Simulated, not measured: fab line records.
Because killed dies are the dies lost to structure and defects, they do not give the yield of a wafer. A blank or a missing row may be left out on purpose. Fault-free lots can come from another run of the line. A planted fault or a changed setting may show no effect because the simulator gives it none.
Lot-split experiment    flow berkeley cmos170    route with 331 steps; 5 lots, 23 wafers read

SPLIT DETAILS
At UCB170_START_OXIDATION_02 (target thk 20 nm, ox time 1800 s), the setting temp c was moved away from the recipe's 950 C on 10 of the 23 wafers read, by +1.7% to +2.2%. This setting was run at the recipe's value on the other wafers.

There is no step in the file separating the split from the reading.

THE READING
Values of START_OXIDE_THK in nm from UCB170_START_THK_MEAS_03. A value of 20.0 nm with a standard deviation of 0.33 nm is what fault-free wafers of this fab line usually give.

wafer   tool, chamber at the split  temp c as run, C  against the recipe  START_OXIDE_THK, nm  against lot-mates on the recipe
L077.1  furnace-01, 0               950               recipe              20.3                 -
L077.2  furnace-01, 0               950               recipe              20.0                 -
L077.4  furnace-01, 0               950               recipe              20.1                 -
L080.2  -, -                        950               recipe              19.6                 -
L080.3  -, -                        950               recipe              19.6                 -
L080.4  -, -                        950               recipe              19.2                 -
L080.5  -, -                        950               recipe              19.6                 -
L080.6  -, -                        950               recipe              19.5                 -
L082.1  -, -                        950               recipe              20.5                 -
L082.2  -, -                        950               recipe              20.2                 -
L082.4  -, -                        950               recipe              20.3                 -
L082.5  -, -                        950               recipe              20.6                 -
L082.6  -, -                        950               recipe              20.4                 -
L083.1  -, -                        966.5             +1.7%               23.5                 no lot-mate on the recipe
L083.2  -, -                        966.5             +1.7%               23.6                 no lot-mate on the recipe
L083.3  -, -                        966.5             +1.7%               23.2                 no lot-mate on the recipe
L083.5  -, -                        966.5             +1.7%               23.4                 no lot-mate on the recipe
L083.6  -, -                        966.5             +1.7%               23.5                 no lot-mate on the recipe
L084.1  -, -                        970.5             +2.2%               24.5                 no lot-mate on the recipe
L084.2  -, -                        970.5             +2.2%               24.7                 no lot-mate on the recipe
L084.4  -, -                        970.5             +2.2%               24.7                 no lot-mate on the recipe
L084.5  -, -                        970.5             +2.2%               24.6                 no lot-mate on the recipe
L084.6  -, -                        970.5             +2.2%               24.7                 no lot-mate on the recipe

FIT RESULTS
A straight line over all 23 wafers: START_OXIDE_THK changes by +2.09 nm for each +1% of temp c; r = +0.99; the points scatter about the line by 0.36 nm.
Too few moved wafers have a lot-mate on the recipe to fit a line with each lot's own level taken away.

THE WHOLE CHAIN: every reading that the file lists as answering this split, in the file's order
step                       what it does                      reading                                                                             change (the file's fit)               r (the file's)
UCB170_START_OXIDATION_02  target thk 20 nm, ox time 1800 s  SiO2_of_START_OXIDATION_02.thk nm (the simulator's own value, which no gauge read)  +2.08 nm for each +1% of the setting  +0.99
UCB170_START_THK_MEAS_03                                     START_OXIDE_THK                                                                     +2.09 for each +1% of the setting     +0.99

FILE'S OWN FIT
START_OXIDE_THK changes by +2.09 nm for each +1% of temp c, r = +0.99.
